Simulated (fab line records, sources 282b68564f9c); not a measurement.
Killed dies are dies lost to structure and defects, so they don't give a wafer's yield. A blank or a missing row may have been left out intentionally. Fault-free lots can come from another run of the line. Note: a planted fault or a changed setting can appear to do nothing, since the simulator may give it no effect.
Comparing a struck lot with a sound one | flow rit-cmos | 14 out of 202 route steps
Sound: the wafers L759.3, L759.4, L759.5. Wafers L775.1, L775.3, L775.4 were the ones struck. The cause comes at the end.
Order at every step that has rows: each side's tool, ch and its chambers, its first start. Under that, the readings that differ: sound wafers | struck wafers | difference of the means | sigmas: that difference in standard deviations of wafers without a fault.
alike: same words and numbers on both sides, and readings whose means sit less than 2 such deviations apart. not compared: any withheld reading, any reading some wafer has no value for, any bound like >300 that may hide the same value, and any number with overlapping values for which the record gives no deviation.
Wherever a step has rows on one side only, a row that says differs or no value, or a row with sigmas, the two part there. When numbers do not overlap yet have no deviation, they are printed without sigmas and do not part them. Lack of a reading on every wafer of one side parts them only where that side has two or more wafers.

first, 2 steps without rows for these wafers: RIT_NWELL_PEB_04; RIT_NWELL_DEVELOP_05 (develop time 68 s).
RIT_NWELL_OVL_MEAS_06:
  sound on overlay-01, day 2 04:35; struck on overlay-01, day 5 10:48
  alike: NWELL_OVL
then, 2 steps without rows for these wafers: RIT_NWELL_HARDBAKE_07 (time 120 s); RIT_NWELL_IMPLANT_08.
RIT_NWELL_STRIP_09: strips in O2, time 180 s.
  sound on plasma-asher-03 ch 0,1, day 2 05:04; struck on plasma-asher-03 ch 0,1, day 5 11:14
  alike: chamber-pressure-mTorr, drypump-motor-current-A
  not compared: rf-hours-counter-h
RIT_NWELL_TW_MEAS_10:
  sound on film-metro-04, day 2 05:13; struck on film-metro-02, day 5 11:25
  alike: NWELL_TW
then, 5 steps without rows for these wafers: RIT_PWELL_HMDS_00 (prime time 60 s); RIT_PWELL_COAT_01 (resist thk 1300 nm); RIT_PWELL_SOFTBAKE_02 (time 60 s); RIT_PWELL_EXPOSE_03 (exposes mask M3, target cd 43700 nm); RIT_PWELL_PEB_04.
RIT_PWELL_DEVELOP_05: develop time 68 s.
  struck on litho-track-01, day 5 12:00; sound on litho-track-01 ch 0, day 2 06:00
  no value came back on the struck wafers for chill-plate-temp-C (C), develop-time-s (s), exhaust-pa (Pa); on the sound wafers chill-plate-temp-C (C) reads 22.91 23.13 22.98
RIT_PWELL_OVL_MEAS_06:
  sound on overlay-01, day 2 06:16; struck on overlay-02, day 5 12:23
  reading        | sound       | struck | difference                    | sigmas
  PWELL_OVL (nm) | 0.9 0.5 1.7 | - - -  | no value on the struck wafers |

== WHERE THEY PART ==
First at RIT_PWELL_DEVELOP_05; last, within this record, at RIT_PWELL_OVL_MEAS_06.

WHY: whatever the simulator had introduced
At RIT_PWELL_DEVELOP_05, the step was skipped entirely on litho-track-01 from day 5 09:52 on. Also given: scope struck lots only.
